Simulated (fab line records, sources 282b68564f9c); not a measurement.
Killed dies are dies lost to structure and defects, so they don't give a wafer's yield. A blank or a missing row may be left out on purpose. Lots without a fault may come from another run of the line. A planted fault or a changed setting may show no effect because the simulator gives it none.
fab line records | flow rit_cmos | part 2 of 2: steps 31 to 43 of 43
record lots=5 wafers=15 last_day=6
route steps=202 shown NSD@136 PSD@142 SDANNEAL@153 PLDD@159 NLDD@160 SILICIDE@161 CONTACT@168
lots that met no fault: from a run of the same line without faults
start_h: hours from the record's first day to the start of the lot's first wafer shown | wait_h: hours since the lot's step before | " the same as in the row above | L1.1+2: a row that stands for several wafers | - no value, or no start given | * or withheld: withheld | < > ~ a bound
route shown NAME@n: a module of which the file shows steps, and the number in the route of the first | usual: mean/standard deviation of fault-free wafers | same: alike in all rows | chamber/n: place in a boat | sites: the reading at each site | _std_site: their standard deviation | _edge_site: outer sites' mean less inner sites' | radius_mm: how far each site lies from the wafer's centre | mask NAME#n: copy n | behind: the tool/chamber that last shaped the wafer | hold: why the lot was held/for how many hours/how that ended | device: the transistor (n, p or np) that didn't switch | end of line: the same wafers' tests at the end of the route | a step without rows: its recipe alone | killed: dies lost to structure and defects at the first sort, not the wafer's yield | map: a wafer's dies, x killed, . not, _ none there
set.NAME: the setting as run; set.NAME@STEP: as run at that earlier step | model.NAME: the simulator's own value behind a step, which no gauge read
lots at some steps of the route; a table a step, a row a wafer
services: from which hour (start_h, from the record's first day; less than 0 if before it) a tool's chamber was out of use, for how many hours, and why
## steps
# step RIT_SILICIDE_WET_ETCH_05
# recipe chemistry=SPM target=Ti temp_c=90 time_s=120 dry=n2_spin
# usual bath_guard_temp_C=90.1/0.43
# columns lot.wafer tool chamber start_h wait_h bath_guard_temp_C
L075.3 wet_bench-03 0 55.53 0.0 90.3
L075.5 " 0 " " 89.8
L075.6 " 0 " " 90.1
L077.2 wet_bench-01 2 67.12 0.0 89.6
L077.5 " 2 " " 89.4
L077.6 " 2 " " 89.6
L081.2 wet_bench-03 2 86.23 0.0 89.6
L081.4 " 2 " " 89.7
L081.6 " 2 " " 89.9
L084.1 wet_bench-02 2 105.01 0.1 90.3
L084.3 " 2 " " 90.8
L084.6 " 2 " " 90.9
L092.2 wet_bench-03 2 141.73 0.0 89.7
L092.4 " 2 " " 90.0
L092.6 " 2 " " 89.8
# step RIT_SILICIDE_RTA_06
# recipe temp_c=750 time_s=10 idle_temp_c=25 ramp_up_s=5 ramp_down_s=10 cool_to_c=25 ambient=N2
# usual chamber_o2_ppm=1.999/0.023 wafer_temp_C_max=753.8/1.8
# columns lot.wafer tool chamber start_h wait_h chamber_o2_ppm wafer_temp_C_max
L075.3 rtp_anneal-02 0 55.59 0.0 1.961 751.5
L075.5 " 0 " " 1.956 750.8
L075.6 " 0 " " 1.954 752.3
L077.2 rtp_anneal-02 0 67.18 0.0 2.038 751.3
L077.5 " 0 " " 2.007 753.0
L077.6 " 0 " " 2.019 752.1
L081.2 rtp_anneal-02 0 86.29 0.0 2.010 752.8
L081.4 " 0 " " 2.018 752.4
L081.6 " 0 " " 2.002 753.5
L084.1 rtp_anneal-02 0 105.05 0.0 1.991 752.1
L084.3 " 0 " " 2.001 751.3
L084.6 " 0 " " 1.982 751.9
L092.2 rtp_anneal-02 0 141.78 0.0 2.018 752.7
L092.4 " 0 " " 2.047 752.2
L092.6 " 0 " " 2.031 752.0
# step RIT_CONTACT_CVD_00
# recipe material=SiO2 target_thk_nm=400 precursor=TEOS temp_c=390 time_s=61 rf_w=389.5
# usual heater_power_w=313/47
# columns lot.wafer tool chamber start_h wait_h heater_power_w
L075.3 pecvd-03 1 55.64 0.0 339
L075.5 " 2 " " 378
L075.6 " 1 " " 361
L077.2 pecvd-02 2 67.23 0.0 256
L077.5 " 1 " " 288
L077.6 " 0 " " 318
L081.2 pecvd-03 2 86.34 0.0 370
L081.4 " 0 " " 293
L081.6 " 2 " " 375
L084.1 pecvd-03 2 105.19 0.1 346
L084.3 " 0 " " 220
L084.6 " 0 " " 244
L092.2 pecvd-02 2 141.84 0.0 300
L092.4 " 1 " " 310
L092.6 " 0 " " 239
# step RIT_CONTACT_THK_MEAS_01
# recipe reads=SiO2_of_CONTACT_CVD_00
# usual CONTACT_TEOS_THK=398/4.6
# columns lot.wafer tool chamber start_h wait_h CONTACT_TEOS_THK[nm]
L075.3 film_metro-01 - 55.71 0.0 393
L075.5 " - " " 397
L075.6 " - " " 400
L077.2 film_metro-02 - 67.29 0.0 389
L077.5 " - " " 399
L077.6 " - " " 398
L081.2 film_metro-01 - 86.40 0.0 396
L081.4 " - " " 398
L081.6 " - " " 398
L084.1 film_metro-02 - 105.24 0.0 399
L084.3 " - " " 400
L084.6 " - " " 403
L092.2 film_metro-02 - 141.90 0.0 397
L092.4 " - " " 405
L092.6 " - " " 404
# step RIT_CONTACT_HMDS_02
# recipe prime_time_s=60 prime_temp_c=140
# columns lot.wafer tool chamber start_h wait_h
L075.3+5+6 litho_track-04 0 55.80 0.1
L077.2+5+6 litho_track-04 0 67.37 0.1
L081.2+4+6 litho_track-03 0 86.48 0.1
L084.1+3+6 litho_track-01 0 105.30 0.1
L092.2+4+6 litho_track-03 0 141.97 0.1
# step RIT_CONTACT_COAT_03
# recipe resist=NOVOLAK spin_rpm=3250 resist_thk_nm=1000
# columns lot.wafer tool chamber start_h wait_h
L075.3+5+6 litho_track-04 0 55.95 0.1
L077.2+5+6 litho_track-04 0 67.52 0.1
L081.2+4+6 litho_track-03 0 86.63 0.1
L084.1+3+6 litho_track-01 0 105.45 0.1
L092.2+4+6 litho_track-03 0 142.12 0.1
# step RIT_CONTACT_SOFTBAKE_04
# recipe resist=NOVOLAK temp_c=90 time_s=60
# columns lot.wafer tool chamber start_h wait_h
L075.3+5+6 litho_track-04 0 56.10 0.1
L077.2+5+6 litho_track-04 0 67.67 0.1
L081.2+4+6 litho_track-03 0 86.78 0.1
L084.1+3+6 litho_track-01 0 105.60 0.1
L092.2+4+6 litho_track-03 0 142.27 0.1
# step RIT_CONTACT_EXPOSE_05
# recipe mask_id=M11 na=0.6 source_shape=conventional sigma_outer=0.5 target_cd_nm=1000 dose_mj=250
# usual reticle_temp_C=22.99/0.12 stage_vel_mm_s=500.01/0.24
# same na=0.6
# columns lot.wafer tool chamber start_h wait_h mask reticle_temp_C stage_vel_mm_s
L075.3 iline_stepper-02 0 56.24 0.1 M11#0 22.95 500.24
L075.5 " 0 " " M11#0 23.00 500.06
L075.6 " 0 " " M11#0 23.04 499.88
L077.2 iline_stepper-02 0 67.81 0.1 M11#0 23.06 500.03
L077.5 " 0 " " M11#0 23.00 499.75
L077.6 " 0 " " M11#0 22.96 500.14
L081.2 iline_stepper-02 0 87.05 0.2 M11#0 23.07 500.01
L081.4 " 0 " " M11#0 23.26 499.75
L081.6 " 0 " " M11#0 23.06 499.75
L084.1 iline_stepper-02 0 105.84 0.2 M11#0 22.92 500.01
L084.3 " 0 " " M11#0 22.86 499.99
L084.6 " 0 " " M11#0 23.04 499.99
L092.2 iline_stepper-01 0 142.54 0.2 M11#0 22.74 499.69
L092.4 " 0 " " M11#0 23.05 500.02
L092.6 " 0 " " M11#0 22.87 499.64
# step RIT_CONTACT_PEB_06
# recipe resist=NOVOLAK temp_c=withheld time_s=withheld
# columns lot.wafer tool chamber start_h wait_h
L075.3+5+6 litho_track-01 0 56.37 0.1
L077.2+5+6 litho_track-01 0 67.93 0.1
L081.2+4+6 litho_track-01 0 87.18 0.1
L084.1+3+6 litho_track-01 0 105.96 0.1
L092.2+4+6 litho_track-04 0 142.66 0.1
# step RIT_CONTACT_DEVELOP_07
# recipe resist=NOVOLAK develop_time_s=120 dev_temp_c=23
# columns lot.wafer tool chamber start_h wait_h
L075.3+5+6 litho_track-01 0 - -
L077.2+5+6 litho_track-01 0 - -
L081.2+4+6 litho_track-01 0 - -
L084.1+3+6 litho_track-01 0 - -
L092.2+4+6 litho_track-04 0 - -
# step RIT_CONTACT_CD_MEAS_08
# recipe target_cd_nm=1000
# usual cd_nm=999.7/2.1
# columns lot.wafer tool chamber start_h wait_h cd_nm
L075.3 cd_sem-01 - 56.76 - 999.1
L075.5 " - " " 1001.9
L075.6 " - " " 999.9
L077.2 cd_sem-02 - 68.33 - 1000.8
L077.5 " - " " 1002.2
L077.6 " - " " 1000.2
L081.2 cd_sem-02 - 87.58 - 1001.1
L081.4 " - " " 1001.1
L081.6 " - " " 1002.7
L084.1 cd_sem-01 - 106.36 - 1001.2
L084.3 " - " " 998.4
L084.6 " - " " 1001.4
L092.2 cd_sem-01 - 143.06 - 999.3
L092.4 " - " " 1000.0
L092.6 " - " " 1001.6
# step RIT_CONTACT_OVL_MEAS_09
# usual CONTACT_OVL=-0.7/1.3
# columns lot.wafer tool chamber start_h wait_h CONTACT_OVL[nm]
L075.3 overlay-02 - 56.86 0.1 -1.4
L075.5 " - " " -1.2
L075.6 " - " " -2.2
L077.2 overlay-01 - 68.43 0.1 -3.5
L077.5 " - " " -1.9
L077.6 " - " " -1.6
L081.2 overlay-02 - 87.68 0.1 -0.1
L081.4 " - " " -1.1
L081.6 " - " " -0.9
L084.1 overlay-01 - 106.48 0.1 -0.6
L084.3 " - " " -0.1
L084.6 " - " " -2.2
L092.2 overlay-01 - 143.16 0.1 -0.2
L092.4 " - " " -0.8
L092.6 " - " " 1.3
# step RIT_CONTACT_HARDBAKE_10
# recipe resist=NOVOLAK temp_c=140 time_s=60
# columns lot.wafer tool chamber start_h wait_h
L075.3+5+6 litho_track-03 0 56.93 0.1
L077.2+5+6 litho_track-01 0 68.49 0.0
L081.2+4+6 litho_track-04 0 87.74 0.0
L084.1+3+6 litho_track-01 0 106.52 0.0
L092.2+4+6 litho_track-04 0 143.22 0.0
## services
# columns tool chamber start_h hours kind
plasma_asher-02 - 31.32 2.8 pm
iline_stepper-01 - 37.26 26.9 repair
pecvd-03 - 45.17 5.5 pm
implanter-01 - 53.72 1.8 repair
implanter-04 - 54.87 3.8 pm
implanter-02 - 58.44 2.9 pm
plasma_asher-03 - 63.43 0.4 repair
iline_stepper-01 - 64.20 1.7 pm
iline_stepper-01 0 69.91 - calibration
implanter-02 - 78.32 2.1 repair
implanter-03 - 84.04 0.6 repair
implanter-03 - 94.10 1.7 repair
iline_stepper-01 - 105.50 5.6 repair
plasma_asher-01 - 108.87 9.0 pm
plasma_asher-01 0 108.87 9.0 vent_cycle
plasma_asher-01 1 108.87 9.0 vent_cycle
pvd_sputter-01 - 116.34 0.8 repair
plasma_asher-01 - 117.87 2.8 pm
plasma_asher-01 0 117.87 - clean
plasma_asher-01 1 117.87 - clean
plasma_asher-01 - 120.62 14.6 pm
implanter-04 - 121.91 3.4 repair
rtp_anneal-02 - 122.76 3.2 pm
implanter-02 - 141.39 5.6 repair
